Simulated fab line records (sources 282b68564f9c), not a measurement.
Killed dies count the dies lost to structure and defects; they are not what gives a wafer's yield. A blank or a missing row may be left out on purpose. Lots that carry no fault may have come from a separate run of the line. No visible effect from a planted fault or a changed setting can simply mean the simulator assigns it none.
A struck lot beside a sound one :: flow rit-cmos :: 33 steps out of a route of 202
Sound: the wafers L622.3, L622.4, L622.6. Wafers struck: L624.1, L624.2, L624.6. At the end, the cause is stated.
For every step that has rows: the tool of each side, followed by ch and its chambers, followed by its first start. Under that, the readings that differ: sound wafers :: struck wafers :: difference of the means :: sigmas: that difference in standard deviations of wafers without a fault.
alike: words and numbers the same on both sides, and readings whose means are apart by under 2 such deviations; not compared: readings that were withheld, readings missing a value for some wafer, numbers with overlapping values and no deviation given by the record, and bounds like >300 which may hide the same value.
A row with sigmas, a row that says differs or no value, or rows on one side alone: a step with any of these is where the two part. Numbers that have no deviation but don't overlap get no sigmas and don't part them. A reading missing from all wafers of one side parts the sides only when that side holds two or more wafers.

RIT_ACTIVE_BOW_MEAS_00:
  struck on film-metro-02, day 2 16:00; sound on film-metro-04, day 2 06:02
  alike: INCOMING_BOW
RIT_ACTIVE_OXIDATION_01: target thk 46.8 nm, ox time 3360 s.
  sound on furnace-03 ch 0, day 2 06:40; struck on furnace-04 ch 0, day 2 17:23
reading: model.SiO2_of_ACTIVE_OXIDATION_01.thk-nm (nm)
sound: 47.87 47.47 47.2
struck: 36.39 36.98 35.85
difference: -11.11
sigmas: 
RIT_ACTIVE_THK_MEAS_02:
  struck on film-metro-04, day 2 19:33; sound on film-metro-02, day 2 08:37
reading: ACTIVE_OXIDE_THK (nm)
sound: 47.8 47.5 47.2
struck: 36.4 36.9 35.9
difference: -11.1
sigmas: -13
  not compared: hold
RIT_ACTIVE_THK_MEAS_04:
  struck on film-metro-04, day 3 03:45; sound on film-metro-02, day 2 10:05
  alike: ACTIVE_NITRIDE_THK
then, 6 steps without rows for these wafers: RIT_ACTIVE_HMDS_05 (prime time 60 s); RIT_ACTIVE_COAT_06 (resist thk 1000 nm); RIT_ACTIVE_SOFTBAKE_07 (time 60 s); RIT_ACTIVE_EXPOSE_08 (exposes mask M1, target cd 1400 nm); RIT_ACTIVE_PEB_09; RIT_ACTIVE_DEVELOP_10 (develop time 50 s).
RIT_ACTIVE_CD_MEAS_11: the cd target is 1400 nm.
  struck on cd-sem-02, day 3 05:03; sound on cd-sem-01, day 2 11:08
  alike: cd-nm
then, 1 step without rows for these wafers: RIT_ACTIVE_HARDBAKE_12 (time 60 s).
RIT_ACTIVE_ETCH_13: etches Si3N4 in SF6, stops on SiO2, time 210 s, target depth 210 nm.
  sound on rie-diel-02 ch 1,2, day 2 11:22; struck on rie-diel-04 ch 0,1,3, day 3 05:19
reading: oes-product-au (a.u.)
sound: 0.844 0.831 0.836
struck: 0.809 0.810 0.786
difference: -0.035
sigmas: -3
  alike: drypump-motor-current-A, rf-fwd-power-W, throttle-valve-pct
  not compared: rf-hours-counter-h
RIT_ACTIVE_STRIP_14: strips in O2, time 180 s.
  sound on plasma-asher-03 ch 0,1, day 2 11:34; struck on plasma-asher-01 ch 0,1, day 3 05:27
reading: drypump-motor-current-A (A)
sound: 5.9 5.7 5.9
struck: 4.8 5.0 4.8
difference: -1.0
sigmas: -2
  alike: rf-refl-power-W
  not compared: rf-hours-counter-h
RIT_ACTIVE_CD_MEAS_90: the cd target is 1400 nm.
  struck on cd-sem-02, day 3 05:38; sound on cd-sem-01, day 2 11:43
  alike: cd-nm
then, 4 steps without rows for these wafers: RIT_ACTIVE_CLEAN_15 (cleans in SC1, time 575.9 s); RIT_ACTIVE_CLEAN_16 (cleans in dHF, time 30 s); RIT_ACTIVE_CLEAN_17 (cleans in SC2, time 600 s); RIT_FOX1_OXIDATION_00 (target thk 350.7 nm, ox time 1130 s).
RIT_FOX1_THK_MEAS_01:
  struck on film-metro-01, day 3 08:22; sound on film-metro-03, day 2 16:34
  alike: FOX1_OXIDE_THK
then, 2 steps without rows for these wafers: RIT_FOX1_WET_ETCH_02 (etches SiO2 in BOE, target depth 350 nm, time 390 s); RIT_FOX2_OXIDATION_00 (target thk 350.7 nm, ox time 1130 s).
RIT_FOX2_THK_MEAS_01:
  the record has rows for the sound wafers here (film-metro-04, day 2 20:01) and none for the struck ones
then, 1 step without rows for these wafers: RIT_FOX2_CLEAN_02 (cleans in dHF, time 180 s).
RIT_FOX2_WET_ETCH_03: etches Si3N4 in H3PO4, target depth 195 nm, time 2700 s.
  the record has rows for the sound wafers here (wet-bench-02 ch 0, day 2 20:07) and none for the struck ones
RIT_FOX2_THK_MEAS_90:
  the record has rows for the sound wafers here (film-metro-03, day 2 20:53) and none for the struck ones
then, 4 steps without rows for these wafers: RIT_NWELL_HMDS_00 (prime time 60 s); RIT_NWELL_COAT_01 (resist thk 1300 nm); RIT_NWELL_SOFTBAKE_02 (time 60 s); RIT_NWELL_EXPOSE_03 (exposes mask M2, target cd 43900 nm).
RIT_REOX_OXIDATION_03: target thk 25.2 nm, ox time 5580 s.
  the record has rows for the sound wafers here (furnace-03 ch 0, day 3 16:44) and none for the struck ones
RIT_SPACER_CLEAN_00: cleans in SC1, time 600 s.
  the record has rows for the sound wafers here (wet-bench-03 ch 2, day 3 22:26) and none for the struck ones
RIT_M1_PROBE_99:
  the record has rows for the sound wafers here (prober-02, day 4 12:05) and none for the struck ones

WHERE THEY PART
Last at RIT_M1_PROBE_99 as far as this record goes, first at RIT_ACTIVE_THK_MEAS_02.

WHY: what the simulator had put in
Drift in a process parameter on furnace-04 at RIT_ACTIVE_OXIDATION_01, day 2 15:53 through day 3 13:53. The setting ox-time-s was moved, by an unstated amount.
